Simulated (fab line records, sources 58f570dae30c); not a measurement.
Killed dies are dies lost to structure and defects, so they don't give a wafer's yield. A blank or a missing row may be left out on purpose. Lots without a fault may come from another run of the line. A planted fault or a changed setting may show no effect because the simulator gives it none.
One fault seen from 2 desks | flow berkeley_cmos170 | each desk has only its own numbers; what lay behind them comes last

THE METROLOGY DESK
What the gauges read, lot by lot, whatever tool the lot ran on: means of the sampled wafers that have a number. A lot is out of limits, marked OUT, if its mean lies more than 4 standard deviations from the usual mean; the brackets give that distance.
Columns: A = cd_nm at UCB170_CONTACT_CD_MEAS_15, usual 699.8 nm; B = V1_POLISHED_THK at UCB170_V1_THK_MEAS_04, usual 1000.3 nm
lot  | first seen here | A                | B
L850 | day 8 07:26     | 698.9            | 998.8
L851 | day 8 22:00     | 699.8            | 1001.2
L852 | day 8 22:17     | 701.7            | 1002.7
L855 | day 9 16:41     | 699.4            | 1000.0
L856 | day 9 17:50     | 697.5            | 1000.8
L854 | day 9 19:19     | 699.9            | 1000.1
L853 | day 9 20:07     | 702.0            | 1000.8
L859 | day 10 00:32    | 700.1            | 1000.9
L860 | day 10 00:39    | 701.4            | 999.7
L864 | day 11 06:17    | 698.9            | 1000.4
L865 | day 11 06:40    | 689.6 (-6.8) OUT | 1001.3
L871 | day 12 09:26    | 697.3            | 1000.0
L873 | day 12 20:50    | 699.7            | 998.9
This desk's finding: out of limits on L865; first on L865, day 11 06:40 (cd_nm at UCB170_CONTACT_CD_MEAS_15). In limits: L850, L851, L852, L855, L856, L854, L853, L859, L860, L864, L871, L873.

THE TOOL OWNER'S DESK: rtp_anneal-02
The tool's own readings at UCB170_CONTACT_RTA_08 (time 10 s): means of the sampled wafers that have a number, for each lot that ran on this tool. A lot is out of limits, marked OUT, if its mean lies more than 4 standard deviations from the usual mean; the brackets give that distance.
Columns: A = lamp_power_pct at UCB170_CONTACT_RTA_08, usual 22.7 %; B = wafer_temp_C_max at UCB170_CONTACT_RTA_08, usual 902.2
lot  | first seen here | A    | B
L851 | day 8 20:25     | 20.8 | 901.9
L855 | day 9 15:38     | 20.8 | 902.3
L854 | day 9 17:31     | 20.8 | 901.7
L859 | day 9 23:30     | 20.8 | 902.0
L865 | day 11 04:46    | 20.8 | 902.2
This desk's finding: nothing out of limits on any of the 5 lots.

PUT TOGETHER
The metrology desk could have raised an alarm at day 11 06:40, on L865.
The tool owner's desk saw nothing out of limits.
The tool owner's desk has L865 on record, within its limits.
Of the lots named, all ran UCB170_CONTACT_RTA_08 on rtp_anneal-02.

WHAT THE SIMULATOR HAD PUT IN
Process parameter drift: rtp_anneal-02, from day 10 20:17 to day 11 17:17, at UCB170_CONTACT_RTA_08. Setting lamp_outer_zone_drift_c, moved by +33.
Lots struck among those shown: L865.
Hours from the fault's start to each desk's first reading out of limits: the metrology desk, 10.
